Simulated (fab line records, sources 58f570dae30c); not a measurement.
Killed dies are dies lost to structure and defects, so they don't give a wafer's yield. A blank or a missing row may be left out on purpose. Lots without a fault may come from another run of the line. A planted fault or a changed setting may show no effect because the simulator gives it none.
Which tool did it? | flow berkeley_cmos170 | 14 lots, 42 wafers sampled, at 4 steps of a route of 331

WHAT THE GAUGES READ, wafer by wafer
UCB170_M2_RS_MEAS_02: measures by four-point-probe. Usual: M2_AL_RS 0.0322 ohm/sq, standard deviation 0.00038.
lot  | measured     | on            | M2_AL_RS (ohm/sq)    | flag
L623 | day 8 07:31  | film_metro-01 | 0.0319 0.0316 0.0322 |
L624 | day 8 16:19  | film_metro-01 | 0.0321 0.0325 0.0322 |
L625 | day 8 16:07  | film_metro-04 | 0.0320 0.0323 0.0314 |
L626 | day 9 10:31  | film_metro-01 | 0.0318 0.0325 0.0320 |
L627 | day 9 10:49  | film_metro-02 | 0.0320 0.0324 0.0323 |
L628 | day 9 10:25  | film_metro-04 | 0.0324 0.0328 0.0332 |
L639 | day 12 02:12 | film_metro-01 | 0.0324 0.0319 0.0319 |
L640 | day 12 00:50 | film_metro-04 | 0.0328 0.0325 0.0320 |
L641 | day 12 02:08 | film_metro-02 | 0.0324 0.0320 0.0321 |
L642 | day 12 10:12 | film_metro-02 | 0.0321 0.0314 0.0321 |
L643 | day 13 03:37 | film_metro-04 | 0.0319 0.0320 0.0318 |
L645 | day 13 00:39 | film_metro-01 | 0.0326 0.0320 0.0321 |
L644 | day 13 04:40 | film_metro-04 | 0.0323 0.0321 0.0325 |
L646 | day 13 02:07 | film_metro-02 | 0.0320 0.0320 0.0318 |

UCB170_M2_THK_MEAS_03: measures by xrf. Usual: M2_AL_THK 905 nm, standard deviation 12.
lot  | measured     | on            | M2_AL_THK (nm) | flag
L623 | day 8 07:37  | film_metro-01 | 905 913 896    |
L624 | day 8 16:26  | film_metro-01 | 900 888 895    |
L625 | day 8 16:14  | film_metro-04 | 905 896 928    |
L626 | day 9 10:38  | film_metro-01 | 909 889 903    |
L627 | day 9 10:56  | film_metro-02 | 911 900 906    |
L628 | day 9 10:32  | film_metro-04 | 897 883 884    |
L639 | day 12 02:19 | film_metro-01 | 894 909 906    |
L640 | day 12 00:57 | film_metro-04 | 892 902 917    |
L641 | day 12 02:15 | film_metro-02 | 908 917 914    |
L642 | day 12 10:19 | film_metro-02 | 911 932 910    |
L643 | day 13 03:43 | film_metro-04 | 920 919 924    |
L645 | day 13 00:46 | film_metro-01 | 889 912 902    |
L644 | day 13 04:47 | film_metro-04 | 905 913 904    |
L646 | day 13 02:14 | film_metro-02 | 908 910 916    |

WHICH TOOL RAN EACH LOT (tool, then ch and the chambers of the sampled wafers, then the start)
lot  | UCB170_FIELD_WET_ETCH_05        | UCB170_CONTACT_RTA_08
L623 | wet_bench-02 ch 2, day 5 04:52  | rtp_anneal-01 ch 0, day 7 18:21
L624 | wet_bench-02 ch 3, day 5 12:34  | rtp_anneal-01 ch 0, day 8 07:19
L625 | wet_bench-04 ch 1, day 5 18:46  | rtp_anneal-02 ch 0, day 8 07:19
L626 | wet_bench-02 ch 1, day 6 09:59  | rtp_anneal-01 ch 0, day 9 00:32
L627 | wet_bench-02 ch 1, day 6 09:59  | rtp_anneal-02 ch 0, day 9 00:32
L628 | wet_bench-02 ch 3, day 6 09:59  | rtp_anneal-01 ch 0, day 8 22:56
L639 | wet_bench-01 ch 1, day 8 20:26  | rtp_anneal-02 ch 0, day 11 18:26
L640 | wet_bench-01 ch 0, day 8 20:26  | rtp_anneal-02 ch 0, day 11 17:05
L641 | wet_bench-01 ch 0, day 8 20:26  | rtp_anneal-01 ch 0, day 11 17:05
L642 | wet_bench-01 ch 3, day 9 14:26  | rtp_anneal-01 ch 0, day 12 02:36
L643 | wet_bench-04 ch 2, day 10 02:54 | rtp_anneal-01 ch 0, day 12 19:07
L645 | wet_bench-04 ch 2, day 10 02:54 | rtp_anneal-02 ch 0, day 12 17:09
L644 | wet_bench-02 ch 1, day 10 06:05 | rtp_anneal-02 ch 0, day 12 18:56
L646 | wet_bench-02 ch 2, day 10 06:05 | rtp_anneal-01 ch 0, day 12 17:22
- UCB170_FIELD_WET_ETCH_05: etches Si3N4 in H3PO4, time 12600 s.
- UCB170_CONTACT_RTA_08: time 10 s.

WHAT THE TOOLS THEMSELVES READ (means of the sampled wafers that have a number; where no wafer has one, the mark that the record gives instead)
UCB170_CONTACT_RTA_08. Usual: lamp_power_pct 23.78 %, standard deviation 0.23; wafer_temp_C_max 905.2, standard deviation 1.2.
lot  | tool          | lamp_power_pct (%) | wafer_temp_C_max | flag
L623 | rtp_anneal-01 | 23.58              | 907.4            |
L624 | rtp_anneal-01 | 23.57              | 905.2            |
L625 | rtp_anneal-02 | 24.03              | 905.0            |
L626 | rtp_anneal-01 | 23.57              | 905.2            |
L627 | rtp_anneal-02 | 24.02              | 903.7            |
L628 | rtp_anneal-01 | 23.58              | 907.0            |
L639 | rtp_anneal-02 | 24.02              | 904.3            |
L640 | rtp_anneal-02 | 24.02              | 904.5            |
L641 | rtp_anneal-01 | 23.57              | 906.8            |
L642 | rtp_anneal-01 | 23.55              | 906.2            |
L643 | rtp_anneal-01 | 23.58              | 905.3            |
L645 | rtp_anneal-02 | 24.04              | 905.1            |
L644 | rtp_anneal-02 | 24.04              | 904.5            |
L646 | rtp_anneal-01 | 23.60              | 905.3            |

THE ANSWER, worked out from the rows above alone
Rule: a lot is off if the mean of its wafers that have a number lies more than 3 standard deviations from the usual mean. A lot without any number at a reading at which 4 lots or more have one is off too. The other lots that the step has rows for count as sound. The gauges are gone through in route order, then the tools' own readings, and for those a lot's mean is taken as printed above. The first step at which some lot is off is used, and at that step the reading that is off furthest; a lot without a number counts as furthest.
No lot is off at any reading shown: from this, nothing can be told.

WHAT THE SIMULATOR HAD PUT IN
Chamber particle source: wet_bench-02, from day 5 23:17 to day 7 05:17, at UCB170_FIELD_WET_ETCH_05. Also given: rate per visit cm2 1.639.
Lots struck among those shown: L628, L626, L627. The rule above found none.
